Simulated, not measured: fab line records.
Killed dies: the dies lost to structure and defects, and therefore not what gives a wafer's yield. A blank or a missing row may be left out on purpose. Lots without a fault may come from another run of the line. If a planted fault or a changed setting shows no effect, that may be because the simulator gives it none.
Split-lot experiment -- flow rit-cmos -- on a route of 202 steps: 5 lots, 23 wafers read

ON THE SPLIT
At RIT_SDANNEAL_CLEAN_01 (cleans in dHF, time 30 s), the setting time-s was moved away from the recipe's 30 s on 15 of the 23 wafers read, by -7.6% to +12.8%. For the rest of the wafers, this setting stayed at what the recipe calls for.

The reading is taken at the split's own step.

THE READING
Si3N4_of_SPACER_CVD_03.thk-nm (the simulator's own value, which no gauge read), in nm, at RIT_SDANNEAL_CLEAN_01 (cleans in dHF, time 30 s). No usual value for it is given in the file. The 8 wafers here that ran the recipe average 194.3 nm, standard deviation 0.89 nm.

wafer,"tool, chamber at the split","time-s as run, s",against the recipe,"Si3N4_of_SPACER_CVD_03.thk-nm, nm",against lot-mates on the recipe
L076.1,"wet-bench-03, 1",30,recipe,194.1,-
L076.3,"wet-bench-03, 1",30,recipe,194.4,-
L076.6,"wet-bench-03, 1",30,recipe,194.3,-
L077.1,"-, -",31.74,+5.8%,209.5,no lot-mate on the recipe
L077.3,"-, -",31.74,+5.8%,210.7,no lot-mate on the recipe
L077.6,"-, -",31.74,+5.8%,210.7,no lot-mate on the recipe
L077.4,"-, -",31.74,+5.8%,210.9,no lot-mate on the recipe
L077.5,"-, -",31.74,+5.8%,210.8,no lot-mate on the recipe
L078.1,"-, -",33.83,+12.8%,221.3,no lot-mate on the recipe
L078.2,"-, -",33.83,+12.8%,219.7,no lot-mate on the recipe
L078.3,"-, -",33.83,+12.8%,220.8,no lot-mate on the recipe
L078.4,"-, -",33.83,+12.8%,220.7,no lot-mate on the recipe
L078.5,"-, -",33.83,+12.8%,219.8,no lot-mate on the recipe
L080.1,"-, -",27.73,-7.6%,165.9,no lot-mate on the recipe
L080.2,"-, -",27.73,-7.6%,165.6,no lot-mate on the recipe
L080.3,"-, -",27.73,-7.6%,166.4,no lot-mate on the recipe
L080.5,"-, -",27.73,-7.6%,164,no lot-mate on the recipe
L080.6,"-, -",27.73,-7.6%,165.3,no lot-mate on the recipe
L084.1,"-, -",30,recipe,194.4,-
L084.2,"-, -",30,recipe,195.8,-
L084.3,"-, -",30,recipe,193.2,-
L084.4,"-, -",30,recipe,195.2,-
L084.5,"-, -",30,recipe,192.9,-

THE FIT
A straight line over all 23 wafers: Si3N4_of_SPACER_CVD_03.thk-nm changes by +2.7 nm for each +1% of time-s; r = +0.98; the points scatter about the line by 4.5 nm.
Too few moved wafers with a lot-mate on the recipe to fit a line net of each lot's own level.

FILE'S OWN FIT
Si3N4_of_SPACER_CVD_03.thk-nm changes by +2.7 nm for each +1% of time-s, r = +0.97.
